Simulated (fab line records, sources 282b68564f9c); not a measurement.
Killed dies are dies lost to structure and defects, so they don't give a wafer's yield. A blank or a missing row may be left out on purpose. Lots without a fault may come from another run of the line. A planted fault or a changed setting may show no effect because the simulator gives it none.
Which tool did it? | flow rit_cmos | 14 lots, 42 wafers sampled, at 3 steps of a route of 202

WHAT THE GAUGES READ, wafer by wafer
RIT_NLDD_TW_MEAS_10. Usual: NLDD_TW 2493, standard deviation 31.
lot  | measured    | on            | NLDD_TW        | flag
L170 | day 3 10:34 | film_metro-01 | 2479 2458 2467 |
L172 | day 3 15:53 | film_metro-04 | 2481 2464 2469 |
L171 | day 3 16:20 | film_metro-01 | 2454 2462 2455 |
L173 | day 3 21:43 | film_metro-03 | 2515 2534 2533 |
L174 | day 4 00:20 | film_metro-03 | 2523 2527 2509 |
L175 | day 4 09:02 | film_metro-04 | 2494 2498 2488 |
L176 | day 4 11:28 | film_metro-01 | 2463 2446 2453 |
L178 | day 4 14:08 | film_metro-03 | 2510 2509 2530 |
L177 | day 4 15:56 | film_metro-01 | 2458 2469 2453 |
L182 | day 5 10:02 | film_metro-04 | 2803 2797 2816 | OFF
L185 | day 5 22:45 | film_metro-04 | 2508 2485 2491 |
L186 | day 6 03:43 | film_metro-03 | 2863 2852 2857 | OFF
L190 | day 7 01:45 | film_metro-03 | 2519 2530 2538 |
L191 | day 7 08:06 | film_metro-01 | 2465 2461 2457 |

RIT_SDANNEAL_RS_MEAS_07: measures by four-point-probe. Usual: NLDD_RS 151.5 ohm/sq, standard deviation 0.55.
lot  | measured    | on            | NLDD_RS (ohm/sq)  | flag
L170 | day 3 18:48 | film_metro-01 | 150.6 150.9 150.7 |
L172 | day 4 00:24 | film_metro-04 | 152.1 152.1 151.8 |
L171 | day 4 00:48 | film_metro-01 | 152.1 151.6 151.8 |
L173 | day 4 06:24 | film_metro-04 | 152.4 152.6 152.6 |
L174 | day 4 09:39 | film_metro-03 | 150.8 151.1 150.2 |
L175 | day 4 17:05 | film_metro-01 | 152.3 152.2 152.1 |
L176 | day 4 19:11 | film_metro-04 | 150.9 151.7 151.4 |
L178 | day 4 22:55 | film_metro-04 | 152.0 151.5 151.4 |
L177 | day 5 00:01 | film_metro-03 | 151.4 151.7 151.5 |
L182 | day 5 18:13 | film_metro-01 | 102.8 102.7 102.5 | OFF
L185 | day 6 06:33 | film_metro-04 | 150.7 150.6 150.6 |
L186 | day 6 11:40 | film_metro-01 | 102.5 102.5 102.4 | OFF
L190 | day 7 09:26 | film_metro-03 | 151.3 151.9 151.6 |
L191 | day 7 16:02 | film_metro-04 | 151.7 151.6 151.4 |

WHICH TOOL RAN EACH LOT (tool, then ch and the chambers of the sampled wafers, then the start)
lot  | RIT_NLDD_IMPLANT_08
L170 | implanter-04 ch 0, day 3 10:16
L172 | implanter-01 ch 0, day 3 15:33
L171 | implanter-04 ch 0, day 3 16:02
L173 | implanter-04 ch 0, day 3 21:23
L174 | implanter-01 ch 0, day 4 00:01
L175 | implanter-03 ch 0, day 4 08:45
L176 | implanter-01 ch 0, day 4 11:09
L178 | implanter-03 ch 0, day 4 13:49
L177 | implanter-03 ch 0, day 4 15:38
L182 | implanter-04 ch 0, day 5 09:43
L185 | implanter-01 ch 0, day 5 22:26
L186 | implanter-04 ch 0, day 6 03:24
L190 | implanter-01 ch 0, day 7 01:25
L191 | implanter-01 ch 0, day 7 07:49
- RIT_NLDD_IMPLANT_08

WHAT THE TOOLS THEMSELVES READ (means of the sampled wafers that have a number; where no wafer has one, the mark that the record gives instead)
RIT_NLDD_IMPLANT_08. Usual: dose_ions_cm2 4.999e+14, standard deviation 6.1e+11; end_station_pressure_torr 6.3e-06 Torr, standard deviation 3.4e-07; faraday_current_uA 1568, standard deviation 30.
lot  | tool         | dose_ions_cm2 | end_station_pressure_torr (Torr) | faraday_current_uA | flag
L170 | implanter-04 | 5.003e+14     | 6.1e-06                          | 1546               |
L172 | implanter-01 | 5.003e+14     | 6.3e-06                          | 1549               |
L171 | implanter-04 | 5.002e+14     | 6.5e-06                          | 1598               |
L173 | implanter-04 | 5.002e+14     | 6.2e-06                          | 1573               |
L174 | implanter-01 | 4.997e+14     | 6.4e-06                          | 1599               |
L175 | implanter-03 | 5.001e+14     | 6.0e-06                          | 1576               |
L176 | implanter-01 | 5.001e+14     | 6.2e-06                          | 1567               |
L178 | implanter-03 | 5.013e+14     | 6.1e-06                          | 1554               |
L177 | implanter-03 | 4.990e+14     | 6.4e-06                          | 1554               |
L182 | implanter-04 | 8.078e+14     | 7.3e-06                          | 2495               | OFF
L185 | implanter-01 | 4.996e+14     | 5.9e-06                          | 1573               |
L186 | implanter-04 | 8.081e+14     | 7.5e-06                          | 2541               | OFF
L190 | implanter-01 | 4.993e+14     | 6.5e-06                          | 1578               |
L191 | implanter-01 | 4.999e+14     | 6.2e-06                          | 1541               |

THE ANSWER, worked out from the rows above alone
Rule: a lot is off if the mean of its wafers that have a number lies more than 3 standard deviations from the usual mean. A lot without any number at a reading at which 4 lots or more have one is off too. The other lots that the step has rows for count as sound. The gauges are gone through in route order, then the tools' own readings, and for those a lot's mean is taken as printed above. The first step at which some lot is off is used, and at that step the reading that is off furthest; a lot without a number counts as furthest.
Off: L182, L186, at RIT_NLDD_TW_MEAS_10 (NLDD_TW).
A tool fits if, at a process step before that reading, it ran every lot that is off, and no sound lot after the first of them. The gauges at RIT_NLDD_TW_MEAS_10 aren't tried: what is off there is off at RIT_SDANNEAL_RS_MEAS_07 too, on other tools, and a gauge's error can't cause that. One fits: implanter-04 at RIT_NLDD_IMPLANT_08. Its last sound lot is L173 (day 3 21:23), its first lot that is off L182 (day 5 09:43): a fault that began between those two fits.
The tool's own readings at RIT_NLDD_IMPLANT_08 bear it out: on the lots that are off they differ by more than 5 times the standard deviation of the sound lots' means. dose_ions_cm2 reads 8.080e+14 there against 5.000e+14 on the sound lots; end_station_pressure_torr reads 7.4e-06 Torr there against 6.2e-06 Torr on the sound lots; faraday_current_uA reads 2518 there against 1567 on the sound lots.

WHAT THE SIMULATOR HAD PUT IN
Process parameter drift: implanter-04, from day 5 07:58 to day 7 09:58, at RIT_NLDD_IMPLANT_08. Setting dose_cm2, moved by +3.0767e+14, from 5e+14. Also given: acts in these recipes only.
Lots struck among those shown: L182, L186. The rule above found the same.
